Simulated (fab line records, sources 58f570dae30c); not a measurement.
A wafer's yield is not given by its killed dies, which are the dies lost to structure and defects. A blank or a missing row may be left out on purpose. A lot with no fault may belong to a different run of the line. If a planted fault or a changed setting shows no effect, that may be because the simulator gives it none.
fab line records / flow berkeley-cmos170 / part 2 of 2: steps 32 to 44 of 44
record lots=5 wafers=15 last-day=12
route steps=331 shown ACTIVE@60 PFIELD@79 FIELD@89 SACOX@97 SCREENOX@100
lots with no fault: from the same line, run without faults
start-h: hours from the record's opening day to when the first of the lot's shown wafers began / wait-h: hours since the lot's step before / " repeats the value in the row above / L1.1+2: several wafers, shown together as one row / - value missing, or start not given / * or withheld: withheld / < > ~ a bound
route shown NAME@n: NAME is a module with steps in the file, n the number in the route of the first one / usual: the fault-free wafers' mean and standard deviation / same: alike in all rows / chamber/n: place in a boat / sites: readings site by site / _std_site: how widely they spread, as a standard deviation / _edge_site: inner sites' mean taken away from outer sites' mean / radius-mm: for every site, how far away it sits from the centre of the wafer / mask NAME#n: copy n / behind: tool/chamber where the wafer was last shaped / hold: reason for holding the lot/hours on hold/outcome of the hold / device: which transistor (n, p or np) failed to switch / end of line: tests run on the same wafers once the route is complete / a step given without rows: its recipe and nothing more / killed: at the first sort, the dies lost to defects and structure; wafer yield is something else / map: per-die view of a wafer (x killed, . not killed, _ where there is no die)
set.NAME: setting as actually run; set.NAME@STEP: the setting as run at that earlier step / model.NAME: the simulator's own value behind a step, which no gauge read
lots at some steps of the route; a table a step, a row a wafer
services: a tool's chamber out of use, with start hour (start-h, from the record's first day; less than 0 if before it), hours out, and reason
## steps
# step UCB170_FIELD_THK_MEAS_02
# recipe reads=SiO2_of_FIELD_OXIDATION_01
# usual FIELD_OXIDE_THK=555/9.2
lot.wafer=L077.1 tool=film-metro-03 chamber=- start-h=112.77 wait-h=0.0 FIELD_OXIDE_THK[nm]=571
lot.wafer=L077.2 tool=film-metro-03 chamber=- start-h=112.77 wait-h=0.0 FIELD_OXIDE_THK[nm]=573
lot.wafer=L077.5 tool=film-metro-03 chamber=- start-h=112.77 wait-h=0.0 FIELD_OXIDE_THK[nm]=570
lot.wafer=L078.1 tool=film-metro-04 chamber=- start-h=119.49 wait-h=0.0 FIELD_OXIDE_THK[nm]=560
lot.wafer=L078.2 tool=film-metro-04 chamber=- start-h=119.49 wait-h=0.0 FIELD_OXIDE_THK[nm]=564
lot.wafer=L078.4 tool=film-metro-04 chamber=- start-h=119.49 wait-h=0.0 FIELD_OXIDE_THK[nm]=553
lot.wafer=L087.1 tool=film-metro-04 chamber=- start-h=166.47 wait-h=0.0 FIELD_OXIDE_THK[nm]=530
lot.wafer=L087.4 tool=film-metro-04 chamber=- start-h=166.47 wait-h=0.0 FIELD_OXIDE_THK[nm]=528
lot.wafer=L087.5 tool=film-metro-04 chamber=- start-h=166.47 wait-h=0.0 FIELD_OXIDE_THK[nm]=533
lot.wafer=L091.1 tool=film-metro-04 chamber=- start-h=174.99 wait-h=0.0 FIELD_OXIDE_THK[nm]=546
lot.wafer=L091.3 tool=film-metro-04 chamber=- start-h=174.99 wait-h=0.0 FIELD_OXIDE_THK[nm]=550
lot.wafer=L091.6 tool=film-metro-04 chamber=- start-h=174.99 wait-h=0.0 FIELD_OXIDE_THK[nm]=539
lot.wafer=L095.2 tool=film-metro-02 chamber=- start-h=204.33 wait-h=0.0 FIELD_OXIDE_THK[nm]=554
lot.wafer=L095.3 tool=film-metro-02 chamber=- start-h=204.33 wait-h=0.0 FIELD_OXIDE_THK[nm]=564
lot.wafer=L095.6 tool=film-metro-02 chamber=- start-h=204.33 wait-h=0.0 FIELD_OXIDE_THK[nm]=550
# step UCB170_FIELD_ANNEAL_03
# recipe temp-c=1000 time-s=1200 ambient=N2
lot.wafer=L077.1+2+5 tool=furnace-04 chamber=0 start-h=115.78 wait-h=3.0
lot.wafer=L078.1+2+4 tool=furnace-02 chamber=0 start-h=123.32 wait-h=3.8
lot.wafer=L087.1+4+5 tool=furnace-02 chamber=0 start-h=170.66 wait-h=4.2
lot.wafer=L091.1+3+6 tool=furnace-01 chamber=0 start-h=181.40 wait-h=6.4
lot.wafer=L095.2+3+6 tool=furnace-02 chamber=0 start-h=209.03 wait-h=4.7
# step UCB170_FIELD_WET_ETCH_04
# recipe chemistry=dHF dilution=10:1 target=SiO2 temp-c=25 time-s=61.03
# usual bath-heat-duty-pct=6.5/0.96
lot.wafer=L077.1 tool=wet-bench-03 chamber=1 start-h=117.12 wait-h=0.0 bath-heat-duty-pct=4.7
lot.wafer=L077.2 tool=wet-bench-03 chamber=1 start-h=117.12 wait-h=0.0 bath-heat-duty-pct=4.6
lot.wafer=L077.5 tool=wet-bench-03 chamber=1 start-h=117.12 wait-h=0.0 bath-heat-duty-pct=5.5
lot.wafer=L078.1 tool=wet-bench-03 chamber=1 start-h=124.66 wait-h=0.0 bath-heat-duty-pct=4.3
lot.wafer=L078.2 tool=wet-bench-03 chamber=1 start-h=124.66 wait-h=0.0 bath-heat-duty-pct=5.3
lot.wafer=L078.4 tool=wet-bench-03 chamber=1 start-h=124.66 wait-h=0.0 bath-heat-duty-pct=5.6
lot.wafer=L087.1 tool=wet-bench-02 chamber=1 start-h=171.99 wait-h=0.0 bath-heat-duty-pct=5.7
lot.wafer=L087.4 tool=wet-bench-02 chamber=1 start-h=171.99 wait-h=0.0 bath-heat-duty-pct=4.8
lot.wafer=L087.5 tool=wet-bench-02 chamber=1 start-h=171.99 wait-h=0.0 bath-heat-duty-pct=6.3
lot.wafer=L091.1 tool=wet-bench-02 chamber=0 start-h=182.73 wait-h=0.0 bath-heat-duty-pct=7.0
lot.wafer=L091.3 tool=wet-bench-02 chamber=0 start-h=182.73 wait-h=0.0 bath-heat-duty-pct=7.8
lot.wafer=L091.6 tool=wet-bench-02 chamber=0 start-h=182.73 wait-h=0.0 bath-heat-duty-pct=7.7
lot.wafer=L095.2 tool=wet-bench-02 chamber=2 start-h=210.36 wait-h=0.0 bath-heat-duty-pct=6.2
lot.wafer=L095.3 tool=wet-bench-02 chamber=2 start-h=210.36 wait-h=0.0 bath-heat-duty-pct=6.1
lot.wafer=L095.6 tool=wet-bench-02 chamber=2 start-h=210.36 wait-h=0.0 bath-heat-duty-pct=5.6
# step UCB170_FIELD_WET_ETCH_05
# recipe chemistry=H3PO4 target=Si3N4 temp-c=160 time-s=12600
# usual bath-guard-temp-C=159.8/0.42 bath-heat-duty-pct=28/3.6
lot.wafer=L077.1 tool=wet-bench-04 chamber=1 start-h=117.14 wait-h=0.0 bath-guard-temp-C=160.7 bath-heat-duty-pct=28
lot.wafer=L077.2 tool=wet-bench-04 chamber=1 start-h=117.14 wait-h=0.0 bath-guard-temp-C=160.7 bath-heat-duty-pct=27
lot.wafer=L077.5 tool=wet-bench-04 chamber=1 start-h=117.14 wait-h=0.0 bath-guard-temp-C=160.4 bath-heat-duty-pct=26
lot.wafer=L078.1 tool=wet-bench-03 chamber=2 start-h=124.68 wait-h=0.0 bath-guard-temp-C=160.2 bath-heat-duty-pct=27
lot.wafer=L078.2 tool=wet-bench-03 chamber=2 start-h=124.68 wait-h=0.0 bath-guard-temp-C=160.0 bath-heat-duty-pct=28
lot.wafer=L078.4 tool=wet-bench-03 chamber=2 start-h=124.68 wait-h=0.0 bath-guard-temp-C=160.3 bath-heat-duty-pct=26
lot.wafer=L087.1 tool=wet-bench-02 chamber=3 start-h=172.01 wait-h=0.0 bath-guard-temp-C=159.4 bath-heat-duty-pct=34
lot.wafer=L087.4 tool=wet-bench-02 chamber=3 start-h=172.01 wait-h=0.0 bath-guard-temp-C=159.8 bath-heat-duty-pct=31
lot.wafer=L087.5 tool=wet-bench-02 chamber=3 start-h=172.01 wait-h=0.0 bath-guard-temp-C=159.7 bath-heat-duty-pct=32
lot.wafer=L091.1 tool=wet-bench-02 chamber=0 start-h=182.76 wait-h=0.0 bath-guard-temp-C=159.8 bath-heat-duty-pct=32
lot.wafer=L091.3 tool=wet-bench-02 chamber=0 start-h=182.76 wait-h=0.0 bath-guard-temp-C=160.1 bath-heat-duty-pct=33
lot.wafer=L091.6 tool=wet-bench-02 chamber=0 start-h=182.76 wait-h=0.0 bath-guard-temp-C=159.9 bath-heat-duty-pct=32
lot.wafer=L095.2 tool=wet-bench-02 chamber=0 start-h=210.39 wait-h=0.0 bath-guard-temp-C=159.9 bath-heat-duty-pct=33
lot.wafer=L095.3 tool=wet-bench-02 chamber=0 start-h=210.39 wait-h=0.0 bath-guard-temp-C=160.1 bath-heat-duty-pct=30
lot.wafer=L095.6 tool=wet-bench-02 chamber=0 start-h=210.39 wait-h=0.0 bath-guard-temp-C=159.7 bath-heat-duty-pct=32
# step UCB170_FIELD_WET_ETCH_06
# recipe chemistry=BOE dilution=5:1 target=SiO2 temp-c=25 time-s=22
# usual bath-heat-duty-pct=6.3/0.8
lot.wafer=L077.1 tool=wet-bench-04 chamber=1 start-h=120.65 wait-h=0.0 bath-heat-duty-pct=7.1
lot.wafer=L077.2 tool=wet-bench-04 chamber=1 start-h=120.65 wait-h=0.0 bath-heat-duty-pct=6.1
lot.wafer=L077.5 tool=wet-bench-04 chamber=1 start-h=120.65 wait-h=0.0 bath-heat-duty-pct=7.0
lot.wafer=L078.1 tool=wet-bench-03 chamber=2 start-h=128.83 wait-h=0.6 bath-heat-duty-pct=5.8
lot.wafer=L078.2 tool=wet-bench-03 chamber=2 start-h=128.83 wait-h=0.6 bath-heat-duty-pct=6.2
lot.wafer=L078.4 tool=wet-bench-03 chamber=2 start-h=128.83 wait-h=0.6 bath-heat-duty-pct=7.0
lot.wafer=L087.1 tool=wet-bench-04 chamber=3 start-h=175.52 wait-h=0.0 bath-heat-duty-pct=5.8
lot.wafer=L087.4 tool=wet-bench-04 chamber=3 start-h=175.52 wait-h=0.0 bath-heat-duty-pct=4.8
lot.wafer=L087.5 tool=wet-bench-04 chamber=3 start-h=175.52 wait-h=0.0 bath-heat-duty-pct=5.5
lot.wafer=L091.1 tool=wet-bench-04 chamber=2 start-h=186.26 wait-h=0.0 bath-heat-duty-pct=7.9
lot.wafer=L091.3 tool=wet-bench-04 chamber=2 start-h=186.26 wait-h=0.0 bath-heat-duty-pct=7.9
lot.wafer=L091.6 tool=wet-bench-04 chamber=2 start-h=186.26 wait-h=0.0 bath-heat-duty-pct=7.9
lot.wafer=L095.2 tool=wet-bench-02 chamber=1 start-h=214.57 wait-h=0.3 bath-heat-duty-pct=6.3
lot.wafer=L095.3 tool=wet-bench-02 chamber=1 start-h=214.57 wait-h=0.3 bath-heat-duty-pct=6.8
lot.wafer=L095.6 tool=wet-bench-02 chamber=1 start-h=214.57 wait-h=0.3 bath-heat-duty-pct=5.8
# step UCB170_FIELD_THK_MEAS_90
# recipe reads=SiO2_of_FIELD_OXIDATION_01
# usual FIELD_OXIDE_LEFT_1_THK=438/9.5
lot.wafer=L077.1 tool=film-metro-03 chamber=- start-h=120.66 wait-h=0.0 FIELD_OXIDE_LEFT_1_THK[nm]=455
lot.wafer=L077.2 tool=film-metro-03 chamber=- start-h=120.66 wait-h=0.0 FIELD_OXIDE_LEFT_1_THK[nm]=458
lot.wafer=L077.5 tool=film-metro-03 chamber=- start-h=120.66 wait-h=0.0 FIELD_OXIDE_LEFT_1_THK[nm]=454
lot.wafer=L078.1 tool=film-metro-04 chamber=- start-h=128.85 wait-h=0.0 FIELD_OXIDE_LEFT_1_THK[nm]=444
lot.wafer=L078.2 tool=film-metro-04 chamber=- start-h=128.85 wait-h=0.0 FIELD_OXIDE_LEFT_1_THK[nm]=447
lot.wafer=L078.4 tool=film-metro-04 chamber=- start-h=128.85 wait-h=0.0 FIELD_OXIDE_LEFT_1_THK[nm]=437
lot.wafer=L087.1 tool=film-metro-03 chamber=- start-h=175.54 wait-h=0.0 FIELD_OXIDE_LEFT_1_THK[nm]=412
lot.wafer=L087.4 tool=film-metro-03 chamber=- start-h=175.54 wait-h=0.0 FIELD_OXIDE_LEFT_1_THK[nm]=411
lot.wafer=L087.5 tool=film-metro-03 chamber=- start-h=175.54 wait-h=0.0 FIELD_OXIDE_LEFT_1_THK[nm]=415
lot.wafer=L091.1 tool=film-metro-03 chamber=- start-h=186.28 wait-h=0.0 FIELD_OXIDE_LEFT_1_THK[nm]=428
lot.wafer=L091.3 tool=film-metro-03 chamber=- start-h=186.28 wait-h=0.0 FIELD_OXIDE_LEFT_1_THK[nm]=433
lot.wafer=L091.6 tool=film-metro-03 chamber=- start-h=186.28 wait-h=0.0 FIELD_OXIDE_LEFT_1_THK[nm]=422
lot.wafer=L095.2 tool=film-metro-02 chamber=- start-h=214.59 wait-h=0.0 FIELD_OXIDE_LEFT_1_THK[nm]=437
lot.wafer=L095.3 tool=film-metro-02 chamber=- start-h=214.59 wait-h=0.0 FIELD_OXIDE_LEFT_1_THK[nm]=446
lot.wafer=L095.6 tool=film-metro-02 chamber=- start-h=214.59 wait-h=0.0 FIELD_OXIDE_LEFT_1_THK[nm]=432
# step UCB170_SACOX_CLEAN_00
# recipe chemistry=dHF dilution=25:1 time-s=7.5
lot.wafer=L077.1+2+5 tool=wet-bench-04 chamber=0 start-h=120.72 wait-h=0.1
lot.wafer=L078.1+2+4 tool=wet-bench-01 chamber=2 start-h=129.35 wait-h=0.5
lot.wafer=L087.1+4+5 tool=wet-bench-01 chamber=3 start-h=175.60 wait-h=0.1
lot.wafer=L091.1+3+6 tool=wet-bench-02 chamber=0 start-h=186.34 wait-h=0.1
lot.wafer=L095.2+3+6 tool=wet-bench-02 chamber=3 start-h=214.64 wait-h=0.0
# step UCB170_SACOX_OXIDATION_01
# recipe temp-c=900 ambient=O2 target-thk-a=144 ox-time-s=2400
lot.wafer=L077.1+2+5 tool=furnace-04 chamber=0 start-h=124.22 wait-h=3.5
lot.wafer=L078.1+2+4 tool=furnace-01 chamber=0 start-h=132.40 wait-h=3.0
lot.wafer=L087.1+4+5 tool=furnace-02 chamber=0 start-h=181.69 wait-h=6.1
lot.wafer=L091.1+3+6 tool=furnace-04 chamber=0 start-h=190.23 wait-h=3.9
lot.wafer=L095.2+3+6 tool=furnace-02 chamber=0 start-h=216.95 wait-h=2.3
# step UCB170_SACOX_THK_MEAS_02
# recipe reads=SiO2_of_SACOX_OXIDATION_01
# usual SACOX_OXIDE_THK=14.41/0.28
lot.wafer=L077.1 tool=film-metro-04 chamber=- start-h=125.88 wait-h=0.0 SACOX_OXIDE_THK[nm]=14.34
lot.wafer=L077.2 tool=film-metro-04 chamber=- start-h=125.88 wait-h=0.0 SACOX_OXIDE_THK[nm]=14.18
lot.wafer=L077.5 tool=film-metro-04 chamber=- start-h=125.88 wait-h=0.0 SACOX_OXIDE_THK[nm]=14.47
lot.wafer=L078.1 tool=film-metro-02 chamber=- start-h=134.07 wait-h=0.0 SACOX_OXIDE_THK[nm]=13.97
lot.wafer=L078.2 tool=film-metro-02 chamber=- start-h=134.07 wait-h=0.0 SACOX_OXIDE_THK[nm]=13.94
lot.wafer=L078.4 tool=film-metro-02 chamber=- start-h=134.07 wait-h=0.0 SACOX_OXIDE_THK[nm]=14.23
lot.wafer=L087.1 tool=film-metro-01 chamber=- start-h=183.36 wait-h=0.0 SACOX_OXIDE_THK[nm]=14.17
lot.wafer=L087.4 tool=film-metro-01 chamber=- start-h=183.36 wait-h=0.0 SACOX_OXIDE_THK[nm]=14.20
lot.wafer=L087.5 tool=film-metro-01 chamber=- start-h=183.36 wait-h=0.0 SACOX_OXIDE_THK[nm]=14.32
lot.wafer=L091.1 tool=film-metro-02 chamber=- start-h=191.90 wait-h=0.0 SACOX_OXIDE_THK[nm]=14.76
lot.wafer=L091.3 tool=film-metro-02 chamber=- start-h=191.90 wait-h=0.0 SACOX_OXIDE_THK[nm]=14.83
lot.wafer=L091.6 tool=film-metro-02 chamber=- start-h=191.90 wait-h=0.0 SACOX_OXIDE_THK[nm]=14.88
lot.wafer=L095.2 tool=film-metro-01 chamber=- start-h=218.66 wait-h=0.0 SACOX_OXIDE_THK[nm]=14.73
lot.wafer=L095.3 tool=film-metro-01 chamber=- start-h=218.66 wait-h=0.0 SACOX_OXIDE_THK[nm]=14.88
lot.wafer=L095.6 tool=film-metro-01 chamber=- start-h=218.66 wait-h=0.0 SACOX_OXIDE_THK[nm]=14.75
# step UCB170_SCREENOX_WET_ETCH_00
# recipe chemistry=dHF dilution=25:1 target=SiO2 temp-c=25 time-s=200
# usual bath-heat-duty-pct=6.1/0.91
lot.wafer=L077.1 tool=wet-bench-03 chamber=0 start-h=128.19 wait-h=2.3 bath-heat-duty-pct=5.0
lot.wafer=L077.2 tool=wet-bench-03 chamber=0 start-h=128.19 wait-h=2.3 bath-heat-duty-pct=5.7
lot.wafer=L077.5 tool=wet-bench-03 chamber=0 start-h=128.19 wait-h=2.3 bath-heat-duty-pct=4.9
lot.wafer=L078.1 tool=wet-bench-03 chamber=1 start-h=134.14 wait-h=0.1 bath-heat-duty-pct=6.0
lot.wafer=L078.2 tool=wet-bench-03 chamber=1 start-h=134.14 wait-h=0.1 bath-heat-duty-pct=5.2
lot.wafer=L078.4 tool=wet-bench-03 chamber=1 start-h=134.14 wait-h=0.1 bath-heat-duty-pct=5.5
lot.wafer=L087.1 tool=wet-bench-03 chamber=2 start-h=184.57 wait-h=1.2 bath-heat-duty-pct=5.3
lot.wafer=L087.4 tool=wet-bench-03 chamber=2 start-h=184.57 wait-h=1.2 bath-heat-duty-pct=6.6
lot.wafer=L087.5 tool=wet-bench-03 chamber=2 start-h=184.57 wait-h=1.2 bath-heat-duty-pct=6.5
lot.wafer=L091.1 tool=wet-bench-02 chamber=0 start-h=191.96 wait-h=0.1 bath-heat-duty-pct=7.6
lot.wafer=L091.3 tool=wet-bench-02 chamber=0 start-h=191.96 wait-h=0.1 bath-heat-duty-pct=8.4
lot.wafer=L091.6 tool=wet-bench-02 chamber=0 start-h=191.96 wait-h=0.1 bath-heat-duty-pct=6.5
lot.wafer=L095.2 tool=wet-bench-02 chamber=2 start-h=218.82 wait-h=0.2 bath-heat-duty-pct=6.2
lot.wafer=L095.3 tool=wet-bench-02 chamber=2 start-h=218.82 wait-h=0.2 bath-heat-duty-pct=5.9
lot.wafer=L095.6 tool=wet-bench-02 chamber=2 start-h=218.82 wait-h=0.2 bath-heat-duty-pct=5.9
# step UCB170_SCREENOX_OXIDATION_01
# recipe temp-c=900 ambient=O2 target-thk-a=144 ox-time-s=2400
lot.wafer=L077.1+2+5 tool=furnace-04 chamber=0 start-h=129.82 wait-h=1.6
lot.wafer=L078.1+2+4 tool=furnace-02 chamber=0 start-h=137.69 wait-h=3.5
lot.wafer=L087.1+4+5 tool=furnace-04 chamber=0 start-h=185.88 wait-h=1.3
lot.wafer=L091.1+3+6 tool=furnace-04 chamber=0 start-h=196.15 wait-h=4.1
lot.wafer=L095.2+3+6 tool=furnace-04 chamber=0 start-h=223.15 wait-h=4.3
# step UCB170_SCREENOX_THK_MEAS_02
# recipe reads=SiO2_of_SCREENOX_OXIDATION_01
# usual SCREENOX_OXIDE_THK=14.37/0.23
lot.wafer=L077.1 tool=film-metro-03 chamber=- start-h=131.48 wait-h=0.0 SCREENOX_OXIDE_THK[nm]=14.55
lot.wafer=L077.2 tool=film-metro-03 chamber=- start-h=131.48 wait-h=0.0 SCREENOX_OXIDE_THK[nm]=14.34
lot.wafer=L077.5 tool=film-metro-03 chamber=- start-h=131.48 wait-h=0.0 SCREENOX_OXIDE_THK[nm]=14.39
lot.wafer=L078.1 tool=film-metro-04 chamber=- start-h=139.36 wait-h=0.0 SCREENOX_OXIDE_THK[nm]=14.67
lot.wafer=L078.2 tool=film-metro-04 chamber=- start-h=139.36 wait-h=0.0 SCREENOX_OXIDE_THK[nm]=14.61
lot.wafer=L078.4 tool=film-metro-04 chamber=- start-h=139.36 wait-h=0.0 SCREENOX_OXIDE_THK[nm]=14.34
lot.wafer=L087.1 tool=film-metro-04 chamber=- start-h=187.55 wait-h=0.0 SCREENOX_OXIDE_THK[nm]=14.45
lot.wafer=L087.4 tool=film-metro-04 chamber=- start-h=187.55 wait-h=0.0 SCREENOX_OXIDE_THK[nm]=14.40
lot.wafer=L087.5 tool=film-metro-04 chamber=- start-h=187.55 wait-h=0.0 SCREENOX_OXIDE_THK[nm]=14.26
lot.wafer=L091.1 tool=film-metro-04 chamber=- start-h=197.82 wait-h=0.0 SCREENOX_OXIDE_THK[nm]=14.30
lot.wafer=L091.3 tool=film-metro-04 chamber=- start-h=197.82 wait-h=0.0 SCREENOX_OXIDE_THK[nm]=14.11
lot.wafer=L091.6 tool=film-metro-04 chamber=- start-h=197.82 wait-h=0.0 SCREENOX_OXIDE_THK[nm]=14.54
lot.wafer=L095.2 tool=film-metro-01 chamber=- start-h=224.83 wait-h=0.0 SCREENOX_OXIDE_THK[nm]=14.37
lot.wafer=L095.3 tool=film-metro-01 chamber=- start-h=224.83 wait-h=0.0 SCREENOX_OXIDE_THK[nm]=14.26
lot.wafer=L095.6 tool=film-metro-01 chamber=- start-h=224.83 wait-h=0.0 SCREENOX_OXIDE_THK[nm]=14.27
# step UCB170_SCREENOX_ANNEAL_03
# recipe temp-c=900 time-s=900 ambient=N2
lot.wafer=L077.1+2+5 tool=furnace-01 chamber=0 start-h=135.57 wait-h=4.1
lot.wafer=L078.1+2+4 tool=furnace-02 chamber=0 start-h=143.44 wait-h=4.1
lot.wafer=L087.1+4+5 tool=furnace-02 chamber=0 start-h=191.41 wait-h=3.8
lot.wafer=L091.1+3+6 tool=furnace-01 chamber=0 start-h=202.45 wait-h=4.6
lot.wafer=L095.2+3+6 tool=furnace-04 chamber=0 start-h=227.32 wait-h=2.5
## services
tool=plasma-asher-04 chamber=- start-h=67.25 hours=14.6 kind=pm
tool=furnace-02 chamber=- start-h=80.77 hours=4.1 kind=pm
tool=lpcvd-02 chamber=- start-h=90.15 hours=1.1 kind=repair
tool=furnace-04 chamber=- start-h=91.79 hours=2.6 kind=pm
tool=implanter-02 chamber=- start-h=95.45 hours=0.9 kind=repair
tool=plasma-asher-01 chamber=- start-h=99.59 hours=0.6 kind=repair
tool=krf-scanner-01 chamber=- start-h=104.63 hours=1.4 kind=repair
tool=krf-scanner-01 chamber=- start-h=112.65 hours=1.0 kind=pm
tool=krf-scanner-02 chamber=- start-h=121.47 hours=1.3 kind=pm
tool=plasma-asher-03 chamber=- start-h=123.03 hours=1.1 kind=repair
tool=krf-scanner-01 chamber=- start-h=132.57 hours=0.8 kind=pm
tool=wet-bench-01 chamber=- start-h=141.60 hours=1.5 kind=repair
tool=krf-scanner-01 chamber=- start-h=149.13 hours=1.3 kind=pm
tool=krf-scanner-02 chamber=- start-h=154.60 hours=1.0 kind=pm
tool=implanter-01 chamber=- start-h=160.28 hours=3.7 kind=pm
tool=furnace-01 chamber=- start-h=166.47 hours=3.3 kind=pm
tool=implanter-01 chamber=- start-h=173.82 hours=3.3 kind=pm
tool=furnace-01 chamber=- start-h=191.73 hours=3.9 kind=pm
tool=lpcvd-01 chamber=- start-h=195.75 hours=0.6 kind=repair
tool=krf-scanner-02 chamber=- start-h=203.74 hours=0.8 kind=pm
tool=furnace-02 chamber=- start-h=206.52 hours=2.5 kind=pm
tool=wet-bench-04 chamber=- start-h=210.07 hours=35.0 kind=repair
tool=furnace-04 chamber=- start-h=211.32 hours=3.9 kind=pm
tool=plasma-asher-02 chamber=- start-h=223.58 hours=2.8 kind=repair
